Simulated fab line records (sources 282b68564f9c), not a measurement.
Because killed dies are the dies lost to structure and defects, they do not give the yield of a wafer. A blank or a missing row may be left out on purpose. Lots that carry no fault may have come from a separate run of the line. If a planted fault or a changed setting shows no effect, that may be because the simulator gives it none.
Which tool was responsible? | flow rit-cmos | 13 lots with 39 wafers sampled at 6 steps, on a route of 202 steps

== WHAT THE GAUGES READ, wafer by wafer ==
RIT_ACTIVE_THK_MEAS_02.
lot  | measured    | on            | ACTIVE_OXIDE_THK (nm)
L859 | day 1 12:31 | film-metro-02 | 46.2 46.4 46.3
L860 | day 1 19:37 | film-metro-03 | 46.9 46.6 47.5
L862 | day 2 04:08 | film-metro-02 | 48.6 47.3 48.0
L864 | day 2 14:13 | film-metro-04 | 48.4 47.3 47.1
L865 | day 2 18:04 | film-metro-04 | 46.2 47.2 46.5
L866 | day 2 23:38 | film-metro-04 | 45.8 45.8 46.5
L867 | day 3 05:12 | film-metro-03 | 47.3 47.4 46.9
L869 | day 3 14:55 | film-metro-03 | 46.7 46.6 46.7
L871 | day 4 00:06 | film-metro-02 | 47.7 47.5 47.6
L872 | day 4 08:03 | film-metro-03 | 44.3 44.2 44.7
L873 | day 4 10:04 | film-metro-02 | 45.9 45.6 44.7
L879 | day 5 16:34 | film-metro-04 | 46.5 46.9 46.3
L881 | day 6 02:40 | film-metro-02 | 46.3 44.9 45.7

RIT_PSD_OVL_MEAS_06.
lot  | measured    | on         | PSD_OVL (nm)
L859 | day 3 07:10 | overlay-02 | -1.3 -0.4 0.7
L860 | day 3 10:00 | overlay-01 | -1.7 -2.0 -1.8
L862 | day 3 20:53 | overlay-02 | 0.2 1.1 1.7
L864 | day 4 05:46 | overlay-01 | -1.6 -0.1 -1.0
L865 | day 4 09:15 | overlay-01 | -2.4 -2.3 -1.1
L866 | day 4 14:17 | overlay-01 | 1.0 -0.6 2.6
L867 | day 5 00:04 | overlay-02 | 0.8 0.4 0.0
L869 | day 5 08:16 | overlay-02 | -0.2 -0.7 0.2
L871 | day 5 20:50 | overlay-01 | - - -
L872 | day 6 01:31 | overlay-02 | -0.6 -0.7 -0.7
L873 | day 6 05:43 | overlay-01 | 0.1 -0.2 -0.9
L879 | day 7 11:55 | overlay-01 | -1.7 -1.4 -0.1
L881 | day 7 18:38 | overlay-01 | 0.7 0.7 -0.6

RIT_PSD_TW_MEAS_10.
lot  | measured    | on            | PSD_TW
L859 | day 3 07:40 | film-metro-02 | 3409 3443 3409
L860 | day 3 10:31 | film-metro-04 | 3429 3416 3443
L862 | day 3 21:24 | film-metro-02 | 3436 3429 3450
L864 | day 4 06:17 | film-metro-02 | 3403 3422 3400
L865 | day 4 09:46 | film-metro-03 | 3438 3433 3431
L866 | day 4 14:49 | film-metro-03 | 3420 3408 3442
L867 | day 5 00:35 | film-metro-03 | 3416 3432 3427
L869 | day 5 08:47 | film-metro-02 | 3423 3434 3413
L871 | day 5 21:22 | film-metro-03 | 30 30 30
L872 | day 6 02:03 | film-metro-03 | 3401 3414 3415
L873 | day 6 06:22 | film-metro-03 | 3428 3420 3410
L879 | day 7 12:26 | film-metro-02 | 3438 3410 3432
L881 | day 7 19:09 | film-metro-03 | 3401 3396 3410

RIT_CONTACT_OVL_MEAS_09.
lot  | measured    | on         | CONTACT_OVL (nm)
L859 | day 3 10:42 | overlay-01 | -1.4 -0.1 -1.5
L860 | day 3 13:26 | overlay-01 | -1.1 -1.4 -1.0
L862 | day 4 00:23 | overlay-01 | -0.8 -0.7 1.8
L864 | day 4 09:05 | overlay-01 | -3.2 -1.7 -2.9
L865 | day 4 12:26 | overlay-01 | 0.9 -2.5 -1.6
L866 | day 4 17:29 | overlay-01 | -2.5 -3.1 -1.6
L867 | day 5 03:30 | overlay-01 | 0.1 -2.1 -2.2
L869 | day 5 11:34 | overlay-02 | 1.6 -0.9 0.7
L871 | day 6 00:04 | overlay-02 | -0.4 -0.6 -3.4
L872 | day 6 04:47 | overlay-01 | -3.0 -2.5 -3.4
L873 | day 6 09:13 | overlay-02 | 1.2 0.5 1.2
L879 | day 7 15:23 | overlay-01 | -0.9 -2.8 -3.3
L881 | day 7 21:57 | overlay-01 | -3.3 -2.8 -0.1

== WHICH TOOL RAN EACH LOT (tool, then ch and the chambers of the sampled wafers, then the start) ==
lot  | RIT_NRETRO_STRIP_09                 | RIT_PSD_EXPOSE_03
L859 | plasma-asher-02 ch 0,1, day 2 10:55 | iline-stepper-02 ch 0, day 3 06:46
L860 | plasma-asher-01 ch 0,1, day 2 14:49 | iline-stepper-01 ch 0, day 3 09:36
L862 | plasma-asher-03 ch 0,1, day 2 23:15 | iline-stepper-02 ch 0, day 3 20:29
L864 | plasma-asher-01 ch 0,1, day 3 08:56 | iline-stepper-02 ch 0, day 4 05:23
L865 | plasma-asher-02 ch 0,1, day 3 13:59 | iline-stepper-02 ch 0, day 4 08:52
L866 | plasma-asher-02 ch 0,1, day 3 18:58 | iline-stepper-01 ch 0, day 4 13:55
L867 | plasma-asher-01 ch 0,1, day 3 22:21 | iline-stepper-01 ch 0, day 4 23:40
L869 | plasma-asher-01 ch 0,1, day 4 11:42 | iline-stepper-01 ch 0, day 5 07:52
L871 | plasma-asher-02 ch 0,1, day 4 22:01 | iline-stepper-01 ch 0, day 5 20:29
L872 | plasma-asher-02 ch 0,1, day 5 02:18 | iline-stepper-01 ch 0, day 6 01:08
L873 | plasma-asher-01 ch 0,1, day 5 06:54 | iline-stepper-01 ch 0, day 6 05:19
L879 | plasma-asher-03 ch 0,1, day 6 15:26 | iline-stepper-01 ch 0, day 7 11:31
L881 | plasma-asher-03 ch 0,1, day 6 21:43 | iline-stepper-01 ch 0, day 7 18:16
- RIT_NRETRO_STRIP_09: strips in O2, time 180 s.
- RIT_PSD_EXPOSE_03: exposes mask M10, target cd 40900 nm.

== AS READ BY THE TOOLS THEMSELVES (means over the sampled wafers that have a number; for cases with no such wafer, the mark the record gives instead) ==
RIT_NRETRO_STRIP_09.
lot  | tool            | drypump-motor-current-A (A)
L859 | plasma-asher-02 | 5.50
L860 | plasma-asher-01 | 5.45
L862 | plasma-asher-03 | 5.59
L864 | plasma-asher-01 | 5.29
L865 | plasma-asher-02 | 5.49
L866 | plasma-asher-02 | 5.49
L867 | plasma-asher-01 | 5.48
L869 | plasma-asher-01 | 5.31
L871 | plasma-asher-02 | 5.47
L872 | plasma-asher-02 | 5.48
L873 | plasma-asher-01 | 5.31
L879 | plasma-asher-03 | 5.58
L881 | plasma-asher-03 | 5.61

== THE ANSWER, worked out from the rows above alone ==
Rule: usual is defined by the lots themselves. The widest of any qualifying gaps counts: lots, ordered by their means at a reading, are off when they make up no more than a third of the lots, leave a main group of 4 or more, and stand apart from it by 3 or more times the standard deviation of that group's means. The tables above print the reading to a certain number of digits; a main group whose means all agree to those digits is not used. Also off: a lot with no number at a reading for which 4 or more lots have one. Where the step has rows for the other lots, those lots are counted as sound. The gauges are gone through in route order, then the tools' own readings, and for those a lot's mean is taken as printed above. The first step at which some lot is off is used, and at that step the reading that is off furthest; a lot without a number counts as furthest.
Off: L871, seen at RIT_PSD_OVL_MEAS_06 (PSD_OVL). Without a number there: L871. The main group has a mean of -0.4 nm with a standard deviation of 0.92.
A tool fits if, at a process step before that reading, it ran every lot that is off, and no sound lot after the first of them. Not tried: the gauges at RIT_PSD_OVL_MEAS_06; whatever is off there is also off at RIT_PSD_TW_MEAS_10, on other tools, and gauge error can't account for it. Of those tried, none fits.

== WHAT THE SIMULATOR HAD INSERTED ==
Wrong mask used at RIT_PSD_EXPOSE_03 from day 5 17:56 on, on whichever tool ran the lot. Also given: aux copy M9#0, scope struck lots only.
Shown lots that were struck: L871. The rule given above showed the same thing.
